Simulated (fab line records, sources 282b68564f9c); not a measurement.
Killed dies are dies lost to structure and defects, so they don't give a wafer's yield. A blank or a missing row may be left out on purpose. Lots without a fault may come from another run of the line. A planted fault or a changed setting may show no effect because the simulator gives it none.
Which tool did it? | flow rit_cmos | 14 lots, 42 wafers sampled, at 4 steps of a route of 202

WHAT THE GAUGES READ, wafer by wafer
RIT_NWELL_TW_MEAS_10. Usual: NWELL_TW 2111, standard deviation 13.
lot  | measured    | on            | NWELL_TW       | flag
L891 | day 1 22:22 | film_metro-03 | 2108 2102 2093 |
L893 | day 2 08:20 | film_metro-01 | 2126 2117 2125 |
L895 | day 2 17:35 | film_metro-01 | 2136 2123 2127 |
L899 | day 3 15:07 | film_metro-04 | 2095 2097 2109 |
L901 | day 3 23:33 | film_metro-04 | 2105 2115 2100 |
L903 | day 4 09:35 | film_metro-01 | 2128 2123 2119 |
L904 | day 4 15:58 | film_metro-04 | 2116 2115 2106 |
L905 | day 4 19:38 | film_metro-04 | 2107 2108 2118 |
L908 | day 5 11:39 | film_metro-04 | 2114 2115 2112 |
L909 | day 5 16:17 | film_metro-03 | 2108 2094 2096 |
L910 | day 5 20:11 | film_metro-03 | 2094 2098 2104 |
L911 | day 6 03:21 | film_metro-01 | 2120 2117 2111 |
L912 | day 6 06:10 | film_metro-01 | 2125 2113 2116 |
L914 | day 6 16:12 | film_metro-03 | 2095 2099 2101 |

RIT_GATE_THK_MEAS_07. Usual: GATE_OXIDE_THK 3.23 nm, standard deviation 0.057.
lot  | measured    | on            | GATE_OXIDE_THK (nm) | flag
L891 | day 2 11:03 | film_metro-01 | 3.25 3.23 3.26      |
L893 | day 2 21:50 | film_metro-02 | 3.23 3.26 3.30      |
L895 | day 3 06:42 | film_metro-01 | 3.19 3.29 3.27      |
L899 | day 4 03:17 | film_metro-01 | 3.27 3.21 3.27      |
L901 | day 4 12:43 | film_metro-01 | 3.19 3.13 3.20      |
L903 | day 4 21:39 | film_metro-01 | 3.18 3.29 3.21      |
L908 | day 6 00:19 | film_metro-01 | 3.27 3.26 3.29      |
L909 | day 6 04:08 | film_metro-01 | 3.16 3.22 3.20      |
L910 | day 6 08:14 | film_metro-04 | 3.19 3.15 3.25      |
L911 | day 6 15:19 | film_metro-02 | 3.27 3.21 3.20      |
L912 | day 6 19:28 | film_metro-01 | 3.26 3.28 3.20      |
L914 | day 7 04:26 | film_metro-02 | 3.24 3.27 3.26      |

RIT_PSD_OVL_MEAS_06. Usual: PSD_OVL -0.2 nm, standard deviation 1.2.
lot  | measured    | on         | PSD_OVL (nm)   | flag
L891 | day 3 02:12 | overlay-02 | -0.1 0.0 0.3   |
L893 | day 3 14:17 | overlay-01 | 2.5 1.4 -0.7   |
L895 | day 3 20:55 | overlay-02 | -1.1 -1.0 0.1  |
L899 | day 4 18:23 | overlay-01 | -0.5 1.9 -0.1  |
L901 | day 5 03:34 | overlay-02 | -0.2 2.5 -0.8  |
L903 | day 5 13:51 | overlay-02 | 1.3 1.0 2.1    |
L908 | day 6 14:41 | overlay-02 | -1.0 0.8 -1.5  |
L909 | day 6 18:46 | overlay-02 | 0.1 -0.9 1.4   |
L910 | day 7 00:13 | overlay-01 | 0.8 0.7 0.7    |
L911 | day 7 06:34 | overlay-02 | 0.0 1.5 0.4    |
L912 | day 7 11:38 | overlay-02 | -0.2 -0.1 -1.8 |
L914 | day 7 22:34 | overlay-02 | -1.9 -1.0 0.7  |

WHICH TOOL RAN EACH LOT (tool, then ch and the chambers of the sampled wafers, then the start)
lot  | RIT_PWELL_STRIP_09
L891 | plasma_asher-02 ch 0,1, day 1 23:47
L893 | plasma_asher-01 ch 0,1, day 2 09:44
L895 | plasma_asher-04 ch 0,1, day 2 19:05
L899 | plasma_asher-01 ch 0,1, day 3 16:37
L901 | plasma_asher-01 ch 0,1, day 4 00:55
L903 | plasma_asher-04 ch 0,1, day 4 10:56
L904 | plasma_asher-04 ch 0,1, day 4 17:22
L905 | plasma_asher-01 ch 0,1, day 4 21:03
L908 | plasma_asher-01 ch 0,1, day 5 13:09
L909 | plasma_asher-04 ch 0,1, day 5 17:40
L910 | plasma_asher-04 ch 0,1, day 5 21:32
L911 | plasma_asher-01 ch 0,1, day 6 04:43
L912 | plasma_asher-01 ch 0,1, day 6 07:41
L914 | plasma_asher-02 ch 0,1, day 6 17:49
- RIT_PWELL_STRIP_09: strips in O2, time 180 s.

WHAT THE TOOLS THEMSELVES READ (means of the sampled wafers that have a number; where no wafer has one, the mark that the record gives instead)
RIT_PWELL_STRIP_09. Usual: chamber_pressure_mTorr 4000 mTorr, standard deviation 4; drypump_motor_current_A 5.4 A, standard deviation 0.33.
lot  | tool            | chamber_pressure_mTorr (mTorr) | drypump_motor_current_A (A) | flag
L891 | plasma_asher-02 | 3999                           | 5.8                         |
L893 | plasma_asher-01 | 4003                           | 5.4                         |
L895 | plasma_asher-04 | 4001                           | 5.1                         |
L899 | plasma_asher-01 | 3999                           | 5.4                         |
L901 | plasma_asher-01 | 4001                           | 5.5                         |
L903 | plasma_asher-04 | 3997                           | 5.2                         |
L904 | plasma_asher-04 | -                              | -                           | OFF
L905 | plasma_asher-01 | -                              | -                           | OFF
L908 | plasma_asher-01 | 3997                           | 5.5                         |
L909 | plasma_asher-04 | 4000                           | 5.1                         |
L910 | plasma_asher-04 | 4001                           | 5.2                         |
L911 | plasma_asher-01 | 3999                           | 5.5                         |
L912 | plasma_asher-01 | 3998                           | 5.4                         |
L914 | plasma_asher-02 | 3998                           | 5.8                         |

THE ANSWER, worked out from the rows above alone
Rule: a lot is off if the mean of its wafers that have a number lies more than 3 standard deviations from the usual mean. A lot without any number at a reading at which 4 lots or more have one is off too. The other lots that the step has rows for count as sound. The gauges are gone through in route order, then the tools' own readings, and for those a lot's mean is taken as printed above. The first step at which some lot is off is used, and at that step the reading that is off furthest; a lot without a number counts as furthest.
Off: L904, L905, at RIT_PWELL_STRIP_09 (chamber_pressure_mTorr). Without a number there: L904, L905.
A tool fits if, at that step or a process step before it, it ran every lot that is off, and no sound lot after the first of them. None of those tried fits.

WHAT THE SIMULATOR HAD PUT IN
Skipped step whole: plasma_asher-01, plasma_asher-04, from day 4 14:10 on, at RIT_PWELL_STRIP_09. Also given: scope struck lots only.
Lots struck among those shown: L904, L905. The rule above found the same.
